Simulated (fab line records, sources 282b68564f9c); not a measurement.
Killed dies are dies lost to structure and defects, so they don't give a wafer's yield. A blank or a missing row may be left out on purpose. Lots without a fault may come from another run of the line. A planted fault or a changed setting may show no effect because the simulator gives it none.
A struck lot beside a sound one | flow rit_cmos | 16 steps out of a route of 202
Sound: wafers L160.2, L160.5, L160.6. Struck: wafers L167.1, L167.2, L167.4. The cause comes at the end.
At each step with rows: each side's tool, then ch and its chambers, then its first start. Under that, the readings that differ: sound wafers | struck wafers | difference of the means | sigmas: that difference in standard deviations of wafers without a fault.
alike: readings whose means differ by less than 2 such deviations, and words and numbers that are the same on both sides. not compared: withheld readings, readings that some wafer has no value for, bounds like >300 that may hide the same value, and numbers for which the record gives no deviation and whose values overlap.
The two part at a step that has a row with sigmas, a row that says differs or no value, or rows on one side only. Numbers that don't overlap but have no deviation are shown without sigmas and don't part them. A reading that every wafer of one side lacks parts them only if that side has two wafers or more.

RIT_ACTIVE_BOW_MEAS_00:
  sound on film_metro-01, day 2 06:01; struck on film_metro-03, day 3 17:00
  alike: INCOMING_BOW
then, 1 step without rows for these wafers: RIT_ACTIVE_OXIDATION_01 (target thk 46.8 nm, ox time 3360 s).
RIT_ACTIVE_THK_MEAS_02:
  sound on film_metro-04, day 2 08:04; struck on film_metro-04, day 3 19:03
  reading               | sound          | struck         | difference | sigmas
  ACTIVE_OXIDE_THK (nm) | 45.2 46.0 45.8 | 48.4 46.8 48.0 | +2.1       | +3
then, 1 step without rows for these wafers: RIT_ACTIVE_CVD_03 (deposits Si3N4 from SiH2Cl2/NH3, target thk 150 nm, time 1500 s).
RIT_ACTIVE_THK_MEAS_04:
  sound on film_metro-01, day 2 09:32; struck on film_metro-04, day 3 20:32
  alike: ACTIVE_NITRIDE_THK
then, 1 step without rows for these wafers: RIT_ACTIVE_HMDS_05 (prime time 60 s).
RIT_ACTIVE_COAT_06: resist thk 1000 nm.
  sound on litho_track-02 ch 0, day 2 09:46; struck on litho_track-01 ch 0, day 3 20:44
  reading                                     | sound           | struck            | difference | sigmas
  model.NOVOLAK_of_ACTIVE_COAT_06.thk_nm (nm) | 999.2 998.2 998 | 960.1 960.8 960.4 | -38.0      |
then, 4 steps without rows for these wafers: RIT_ACTIVE_SOFTBAKE_07 (time 60 s); RIT_ACTIVE_EXPOSE_08 (exposes mask M1, target cd 1400 nm); RIT_ACTIVE_PEB_09; RIT_ACTIVE_DEVELOP_10 (develop time 50 s).
RIT_ACTIVE_CD_MEAS_11: target cd 1400 nm.
  sound on cd_sem-01, day 2 10:35; struck on cd_sem-01, day 3 21:26
  reading    | sound                | struck               | difference | sigmas
  cd_nm (nm) | 1401.0 1400.3 1399.8 | 1396.6 1394.7 1395.0 | -4.9       | -2
then, 1 step without rows for these wafers: RIT_ACTIVE_HARDBAKE_12 (time 60 s).
RIT_ACTIVE_ETCH_13: etches Si3N4 in SF6, stops on SiO2, time 210 s, target depth 210 nm.
  sound on rie_diel-03 ch 0,2,3, day 2 10:50; struck on rie_diel-03 ch 1,2,3, day 3 21:43
  reading                                     | sound             | struck          | difference | sigmas
  model.NOVOLAK_of_ACTIVE_COAT_06.thk_nm (nm) | 649.4 648.1 657.8 | 626 613.9 628.4 | -29        |
  alike: drypump_motor_current_A, oes_product_au, throttle_valve_pct
  not compared: rf_hours_counter_h
RIT_ACTIVE_STRIP_14: strips in O2, time 180 s.
  sound on plasma_asher-01 ch 0,1, day 2 10:58; struck on plasma_asher-04 ch 0,1, day 3 21:50
  alike: drypump_motor_current_A
  not compared: rf_hours_counter_h
RIT_M1_PROBE_99:
  the record has rows for the struck wafers here (prober-01, day 5 16:30) and none for the sound ones

WHERE THEY PART
First at RIT_ACTIVE_THK_MEAS_02; last, within this record, at RIT_M1_PROBE_99.

WHY: what the simulator had put in
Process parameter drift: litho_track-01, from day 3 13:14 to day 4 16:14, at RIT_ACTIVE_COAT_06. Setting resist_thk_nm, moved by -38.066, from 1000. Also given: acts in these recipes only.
